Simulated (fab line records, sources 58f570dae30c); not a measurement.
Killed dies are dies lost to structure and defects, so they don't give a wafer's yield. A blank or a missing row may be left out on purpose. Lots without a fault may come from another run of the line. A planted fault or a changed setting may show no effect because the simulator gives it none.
One fault seen from 2 desks | flow berkeley_cmos170 | each desk has only its own numbers; what lay behind them comes last

THE METROLOGY DESK
What the gauges read, lot by lot, whatever tool the lot ran on: means of the sampled wafers that have a number. A lot is out of limits, marked OUT, if its mean lies more than 4 standard deviations from the usual mean; the brackets give that distance.
Columns: A = cd_nm at UCB170_M1_CD_MEAS_09, usual 700.4 nm; B = M1_OVL at UCB170_M1_OVL_MEAS_10, usual 0 nm; C = cd_nm at UCB170_M1_CD_MEAS_90, usual 701.1 nm; D = V1_TEOS_THK at UCB170_V1_THK_MEAS_01, usual 1994 nm
lot  | first seen here | A     | B  | C     | D
L203 | day 8 03:03     | 698.6 | 0  | 700.5 | 1980
L208 | day 8 11:01     | 700.9 | 9  | 700.9 | 1956
L206 | day 8 11:02     | 699.0 | -1 | 703.0 | 2018
L219 | day 11 04:48    | 699.7 | 0  | 701.1 | 1978
L218 | day 11 05:40    | 701.0 | -5 | 700.9 | 2003
L221 | day 12 03:23    | 700.5 | -7 | 699.7 | 2021
This desk's finding: nothing out of limits on any of the 6 lots.

THE TOOL OWNER'S DESK: pecvd-03
The tool's own readings at UCB170_V1_CVD_00 (deposits SiO2 from TEOS/O2, target thk 2000 nm, time 250 s): means of the sampled wafers that have a number, for each lot that ran on this tool. A lot is out of limits, marked OUT, if its mean lies more than 4 standard deviations from the usual mean; the brackets give that distance.
Columns: A = heater_power_w at UCB170_V1_CVD_00, usual 251 W
lot  | first seen here | A
L208 | day 8 15:57     | 277
L219 | day 11 07:16    | 294
L218 | day 11 09:44    | 303
L221 | day 12 07:41    | 258
This desk's finding: nothing out of limits on any of the 4 lots.

PUT TOGETHER
The metrology desk saw nothing out of limits.
The tool owner's desk saw nothing out of limits.

WHAT THE SIMULATOR HAD PUT IN
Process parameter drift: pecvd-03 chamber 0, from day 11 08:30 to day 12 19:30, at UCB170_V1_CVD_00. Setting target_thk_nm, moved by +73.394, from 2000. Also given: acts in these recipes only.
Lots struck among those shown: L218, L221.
